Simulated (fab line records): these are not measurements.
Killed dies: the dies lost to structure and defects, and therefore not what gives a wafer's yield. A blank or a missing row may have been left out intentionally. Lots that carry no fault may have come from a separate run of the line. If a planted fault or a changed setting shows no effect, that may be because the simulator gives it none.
Comparing a struck lot with a sound one / flow ritCmos / 44 out of 202 route steps
Sound: these wafers, L113.1, L113.2, L113.5. The struck wafers were L123.3, L123.4, L123.6. The cause comes at the end.
Order at every step that has rows: each side's tool, ch and its chambers, its first start. Under that, the readings that differ: sound wafers / struck wafers / difference of the means / sigmas: that difference in standard deviations of wafers without a fault.
alike: readings with means less than 2 such deviations apart, plus words and numbers identical on both sides. not compared: withheld readings, readings lacking a value on some wafer, bounds such as >300 that could conceal the same value, and numbers that have no deviation in the record and whose values overlap.
A row with sigmas, a row that says differs or no value, or rows on one side alone: a step with any of these is where the two part. Numbers that don't overlap but have no deviation are shown without sigmas and don't part them. A reading missing from all wafers of one side parts the sides only when that side holds two or more wafers.

first, 1 step without rows for these wafers: RIT_PRETRO_IMPLANT_08.
RIT_PRETRO_STRIP_09: strips in O2, time 180 s.
  sound on plasmaAsher-01 ch 0,1, day 3 08:39; struck on plasmaAsher-04 ch 0,1, day 5 12:19
  alike: drypumpMotorCurrentA
  not compared: rfHoursCounterH
RIT_PRETRO_TW_MEAS_10:
  struck on filmMetro-01, day 5 12:27; sound on filmMetro-04, day 3 08:49
reading=PRETRO_TW; sound=478.0 479.3 477.1; struck=470.1 471.0 470.4; difference=-7.6; sigmas=-3
then, 5 steps without rows for these wafers: RIT_GATE_WET_ETCH_00 (etches SiO2 in BOE, target depth 56 nm, time 60 s); RIT_GATE_CLEAN_01 (cleans in SC1, time 600 s); RIT_GATE_CLEAN_02 (cleans in dHF, time 30 s); RIT_GATE_CLEAN_03 (cleans in SC2, time 600 s); RIT_GATE_CLEAN_04 (cleans in dHF, time 60 s).
RIT_FOX2_THK_MEAS_91:
  struck on filmMetro-04, day 5 12:56; sound on filmMetro-02, day 3 09:18
  alike: FIELD_OXIDE_LEFT_2_THK
then, 2 steps without rows for these wafers: RIT_GATE_OXIDATION_05 (target thk 3 nm, ox time 270 s); RIT_GATE_ANNEAL_06 (time 600 s).
RIT_GATE_THK_MEAS_07:
  struck on filmMetro-02, day 5 16:12; sound on filmMetro-02, day 3 10:41
  alike: GATE_OXIDE_THK
RIT_GATE_CVD_08: deposits poly-Si from SiH4, target thk 250 nm, time 2220 s.
  sound on lpcvd-02 ch 0, day 3 10:45; struck on lpcvd-02 ch 1, day 5 16:14
reading=model.poly-Si_of_GATE_CVD_08.thkNm (nm); sound=246 248.1 248.4; struck=266.7 265.1 263.6; difference=+17.6; sigmas=
  alike: spikeTcCentreC
RIT_GATE_THK_MEAS_09:
  struck on filmMetro-04, day 5 17:53; sound on filmMetro-04, day 3 13:10
reading=GATE_POLY_THK (nm); sound=246.2 248.2 248.5; struck=266.3 265.2 263.9; difference=+17.5; sigmas=+6
then, 6 steps without rows for these wafers: RIT_GATE_HMDS_10 (prime time 60 s); RIT_GATE_COAT_11 (resist thk 850 nm); RIT_GATE_SOFTBAKE_12 (time 60 s); RIT_GATE_EXPOSE_13 (exposes mask M6, target cd 150 nm); RIT_GATE_PEB_14; RIT_GATE_DEVELOP_15 (develop time 48.17 s).
RIT_GATE_CD_MEAS_16: target cd 150 nm.
  struck on cdSem-01, day 5 18:56; sound on cdSem-01, day 3 14:05
  alike: cdNm
RIT_GATE_OVL_MEAS_17:
  struck on overlay-01, day 5 19:02; sound on overlay-02, day 3 14:12
  alike: GATE_OVL
then, 1 step without rows for these wafers: RIT_GATE_HARDBAKE_18 (time 60 s).
RIT_GATE_ETCH_19: etches poly-Si in SF6/CHF3/O2, stops on SiO2, time 165 s, target depth 312.5 nm.
  sound on rieSi-01 ch 1,2,3, day 3 14:23; struck on rieSi-01 ch 0,1,2, day 5 19:12
reading=oesProductAu (a.u.); sound=0.853 0.862 0.840; struck=0.910 0.894 0.876; difference=+0.042; sigmas=+3
reading=model.GATE.featureDepthNm (nm); sound=246 248.1 248.4; struck=266.7 265.1 263.6; difference=+17.6; sigmas=
reading=model.etch.depthNm (nm); sound=246 248.1 248.4; struck=266.7 265.1 263.6; difference=+17.6; sigmas=
  alike: SF6_flow_sccm, drypumpMotorCurrentA, throttleValvePct
  not compared: rfHoursCounterH
RIT_GATE_STRIP_20: strips in O2, time 180 s.
  sound on plasmaAsher-01 ch 0,1, day 3 14:30; struck on plasmaAsher-03 ch 0,1, day 5 19:22
  alike: drypumpMotorCurrentA
  not compared: rfHoursCounterH
RIT_GATE_CD_MEAS_90: target cd 150 nm.
  struck on cdSem-01, day 5 19:31; sound on cdSem-01, day 3 14:40
  alike: cdNm
then, 4 steps without rows for these wafers: RIT_REOX_CLEAN_00 (cleans in SC1, time 577 s); RIT_REOX_CLEAN_01 (cleans in dHF, time 30 s); RIT_REOX_CLEAN_02 (cleans in SC2, time 600 s); RIT_REOX_OXIDATION_03 (target thk 25.2 nm, ox time 5580 s).
RIT_REOX_THK_MEAS_04:
  struck on filmMetro-02, day 5 22:32; sound on filmMetro-03, day 3 17:43
reading=REOX_OXIDE_THK (nm); sound=26.1 26.2 26.2; struck=25.4 25.2 25.3; difference=-0.9; sigmas=-2
then, 6 steps without rows for these wafers: RIT_NLDD_HMDS_00 (prime time 60 s); RIT_NLDD_COAT_01 (resist thk 1000 nm); RIT_NLDD_SOFTBAKE_02 (time 60 s); RIT_NLDD_EXPOSE_03 (exposes mask M7, target cd 40700 nm); RIT_NLDD_PEB_04; RIT_NLDD_DEVELOP_05 (develop time 50 s).
RIT_NLDD_OVL_MEAS_06:
  struck on overlay-01, day 5 23:26; sound on overlay-02, day 3 18:46
  alike: NLDD_OVL
then, 2 steps without rows for these wafers: RIT_NLDD_HARDBAKE_07 (time 60 s); RIT_NLDD_IMPLANT_08.
RIT_NLDD_STRIP_09: strips in O2, time 180 s.
  sound on plasmaAsher-03 ch 0,1, day 3 19:05; struck on plasmaAsher-01 ch 0,1, day 5 23:52
  alike: drypumpMotorCurrentA
  not compared: rfHoursCounterH
RIT_NLDD_TW_MEAS_10:
  struck on filmMetro-01, day 6 00:00; sound on filmMetro-01, day 3 19:16
  alike: NLDD_TW
RIT_SDANNEAL_CLEAN_02: cleans in SC2, time 600 s.
  sound on wetBench-01 ch 0, day 4 03:23; struck on wetBench-01 ch 1, day 6 07:26
reading=model.poly-Si_of_GATE_CVD_08.thkNm (nm); sound=159.3 160.9 161.6; struck=179.5 177.3 175.3; difference=+16.8; sigmas=
  alike: tempC
RIT_M1_PROBE_99:
  struck on prober-01, day 6 15:07; sound on prober-01, day 4 11:26
reading=killedOpen; sound=6 8 4; struck=2 0 3; difference=-4; sigmas=-2
reading=model.etest.nmosTurned.driveUaUm; sound=312.1 310.7 308.9; struck=292.8 300.3 299; difference=-13.2; sigmas=
reading=model.etest.pmosTurned.driveUaUm; sound=178.6 180 179.4; struck=157.6 160 159.9; difference=-20.2; sigmas=
reading=model.etest.polyCombOverSteps.leakLog10AUm; sound=-12.9 -12.86 -12.77; struck=-11.58 -10.11 -11.77; difference=+1.69; sigmas=
  alike: killed_at_M0_to_M3, killedAtContacts, killedAtFrontEnd, killedDies, killedShort

== WHERE THEY PART ==
Earliest at RIT_PRETRO_TW_MEAS_10; latest, in this record, at RIT_M1_PROBE_99.

WHY: whatever the simulator had introduced
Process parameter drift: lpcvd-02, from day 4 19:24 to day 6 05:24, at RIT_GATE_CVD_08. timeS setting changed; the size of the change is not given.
